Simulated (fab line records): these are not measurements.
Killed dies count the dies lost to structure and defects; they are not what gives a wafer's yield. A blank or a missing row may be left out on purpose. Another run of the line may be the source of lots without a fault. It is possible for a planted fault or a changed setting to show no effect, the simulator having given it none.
2 desks looking at one fault | flow berkeleyCmos170 | each desk has only its own numbers; what lay behind them comes last

DESK OF THE TOOL OWNER: lpcvd-02
The tool's own readings at UCB170_PWELL_CVD_05 (deposits Si3N4 from SiH2Cl2/NH3, target thk 220 nm, time 3300 s): means of the sampled wafers that have a number, for each lot that ran on this tool. Any lot whose mean is over 4 standard deviations away from the usual mean is out of limits and marked OUT; that distance is given in the brackets.
Columns: A = nh3FlowSccm at UCB170_PWELL_CVD_05, usual 75.02 sccm; B = spikeTcCentreC at UCB170_PWELL_CVD_05, usual 802.5 C; C = spikeTcLoadC at UCB170_PWELL_CVD_05, usual 825.2 C; D = susceptorTempC at UCB170_PWELL_CVD_05, usual 800.0 C
lot  | first seen here | A     | B                | C     | D
L389 | day 4 09:50     | 75.27 | 802.9            | 824.9 | 800.2
L390 | day 4 09:50     | 75.14 | 802.6            | 826.6 | 799.7
L391 | day 4 09:50     | 74.99 | 800.9            | 827.0 | 800.2
L392 | day 4 18:49     | 75.29 | 802.6            | 826.4 | 800.2
L393 | day 4 18:49     | 74.99 | 802.9            | 825.2 | 799.7
L397 | day 5 14:29     | 74.98 | 794.9 (-6.9) OUT | 819.5 | 792.9 (-23) OUT
L399 | day 6 01:16     | 74.97 | 794.9 (-6.9) OUT | 819.3 | 792.7 (-23) OUT
Finding of this desk: L397, L399 out of limits; the first was L397 at day 5 14:29, on spikeTcCentreC at UCB170_PWELL_CVD_05. In limits: L389, L390, L391, L392, L393.

THE METROLOGY DESK
Lot by lot, what the gauges showed, no matter which tool ran the lot: averages of those sampled wafers that carry a number. Any lot whose mean is over 4 standard deviations away from the usual mean is out of limits and marked OUT; that distance is given in the brackets.
Columns: A = PWELL_NITRIDE_THK at UCB170_PWELL_THK_MEAS_06, usual 219.5 nm; B = cdNm at UCB170_ACTIVE_CD_MEAS_13, usual 1199.8 nm; C = PFIELD_TW at UCB170_PFIELD_TW_MEAS_09, usual 596; D = NVT_OVL at UCB170_NVT_OVL_MEAS_06, usual 2 nm
lot  | first seen here | A               | B      | C   | D
L387 | day 3 13:33     | 217.8           | 1197.6 | 601 | 4
L388 | day 3 22:14     | 218.1           | 1201.2 | 600 | 0
L391 | day 4 12:43     | 220.8           | 1201.6 | 592 | 0
L390 | day 4 12:44     | 221.7           | 1199.3 | 599 | -7
L389 | day 4 12:45     | 220.3           | 1200.3 | 599 | 7
L393 | day 4 20:44     | 219.2           | 1199.1 | 595 | 8
L392 | day 4 20:44     | 218.7           | 1199.2 | 591 | 2
L394 | day 5 04:37     | 220.5           | 1198.8 | 595 | 2
L397 | day 5 17:22     | 189.6 (-14) OUT | 1199.6 | 590 | 2
L399 | day 6 03:15     | 189.5 (-14) OUT | 1198.5 | 594 | 3
L403 | day 7 02:16     | 219.1           | 1202.0 | 598 | 5
L405 | day 7 06:26     | 219.8           | 1200.4 | 597 | 1
L407 | day 7 17:59     | 220.3           | 1201.9 | 591 | -2
L408 | day 8 00:55     | 219.8           | 1198.3 | 593 | -3
This desk reports L397, L399 out of limits; the earliest was L397 at day 5 17:22 (PWELL_NITRIDE_THK at UCB170_PWELL_THK_MEAS_06). In limits: L387, L388, L391, L390, L389, L393, L392, L394, L403, L405, L407, L408.

ALL TOGETHER
The tool owner's desk could have raised an alarm at day 5 14:29, on L397, L399.
An alarm was possible from the metrology desk at day 5 17:22, on L397, L399.
Of the lots named, all ran UCB170_PWELL_CVD_05 on lpcvd-02.

WHAT HAD BEEN PUT IN BY THE SIMULATOR
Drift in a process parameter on lpcvd-02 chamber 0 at UCB170_PWELL_CVD_05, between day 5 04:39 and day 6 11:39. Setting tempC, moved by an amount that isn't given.
Lots struck among those shown: L397, L399.
Delay (hours) between the fault's onset and each desk's first out-of-limits reading: 10 at the tool owner's desk, 13 at the metrology desk.
